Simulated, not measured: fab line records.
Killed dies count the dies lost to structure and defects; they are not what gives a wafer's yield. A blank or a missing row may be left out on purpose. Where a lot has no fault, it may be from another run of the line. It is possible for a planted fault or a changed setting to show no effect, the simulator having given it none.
A struck lot beside a sound one	flow berkeleyCmos170	15 out of 331 route steps
Sound: the wafers L902.1, L902.2, L902.3. Wafers struck: L905.1, L905.3, L905.4. The cause is named last.
For every step that has rows: the tool of each side, followed by ch and its chambers, followed by its first start. Under that, the readings that differ: sound wafers	struck wafers	difference of the means	sigmas: that difference in standard deviations of wafers without a fault.
alike: readings with means less than 2 such deviations apart, plus words and numbers identical on both sides. not compared: withheld readings, readings lacking a value on some wafer, bounds such as >300 that could conceal the same value, and numbers that have no deviation in the record and whose values overlap.
Wherever a step has rows on one side only, a row that says differs or no value, or a row with sigmas, the two part there. Numbers that don't overlap but have no deviation are shown without sigmas and don't part them. A reading that every wafer of one side lacks parts them only if that side has two wafers or more.

first, 1 step without rows for these wafers: UCB170_CONTACT_CLEAN_20 (cleans in SPM, time 600 s).
UCB170_M1_SPUTTER_00: material Al, target thk 600 nm, time 80 s.
  sound: pvdSputter-03 at day 8 18:33; struck: pvdSputter-02 at day 9 14:53
  alike: throttleValvePct
UCB170_M1_RS_MEAS_01: the measuring method here is four-point-probe.
  sound: filmMetro-03 at day 8 18:37; struck: filmMetro-01 at day 9 14:57
  alike: M1_AL_RS
UCB170_M1_THK_MEAS_02: measures by xrf.
  sound: filmMetro-03 at day 8 18:44; struck: filmMetro-01 at day 9 15:04
  alike: M1_AL_THK
then, 6 steps without rows for these wafers: UCB170_M1_COAT_03; UCB170_M1_COAT_04 (resist thk 900 nm); UCB170_M1_SOFTBAKE_05 (time 60 s); UCB170_M1_EXPOSE_06 (exposes mask METAL1, target cd 700 nm); UCB170_M1_PEB_07; UCB170_M1_DEVELOP_08 (develop time 45 s).
UCB170_M1_CD_MEAS_09: the cd target is 700 nm.
  sound: cdSem-02 at day 8 19:46; struck: cdSem-01 at day 9 16:07
  alike: cdNm
UCB170_M1_OVL_MEAS_10:
  sound: overlay-01 at day 8 19:53; struck: overlay-02 at day 9 16:14
  alike: M1_OVL
UCB170_M1_ETCH_11: etches BARC in N2/H2.
  sound on rieDiel-03 ch 0,1,3, day 8 19:55; struck on rieDiel-03 ch 0,2,3, day 9 16:16
reading	sound	struck	difference	sigmas
oesProductAu (a.u.)	1.012 1.001 0.983	0.764 0.765 0.787	-0.227	-14
  alike: biasW, drypumpMotorCurrentA, throttleValvePct
UCB170_M1_METAL_ETCH_12: etches Al in Cl2/BCl3, stops on PSG, target depth 780 nm, time 130 s.
  sound on rieMetal-04 ch 0,1, day 8 19:58; struck on rieMetal-02 ch 0,1, day 9 16:19
reading	sound	struck	difference	sigmas
oesProductAu (a.u.)	0.845 0.829 0.826	0.859 0.853 0.856	+0.023	+2
throttleValvePct (%)	24.43 24.24 24.27	24.66 24.65 24.43	+0.27	+2
  alike: biasW, drypumpMotorCurrentA
  not compared: rfHoursCounterH
UCB170_M3_PROBE_99:
  rows exist in the record for the struck wafers here (prober-02, day 10 11:35), but not for the sound ones

## WHERE THEY PART
Earliest at UCB170_M1_ETCH_11; latest, in this record, at UCB170_M3_PROBE_99.

WHY: whatever the simulator had introduced
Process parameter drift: rieDiel-03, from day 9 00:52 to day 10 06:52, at UCB170_M1_ETCH_11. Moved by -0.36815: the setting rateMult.
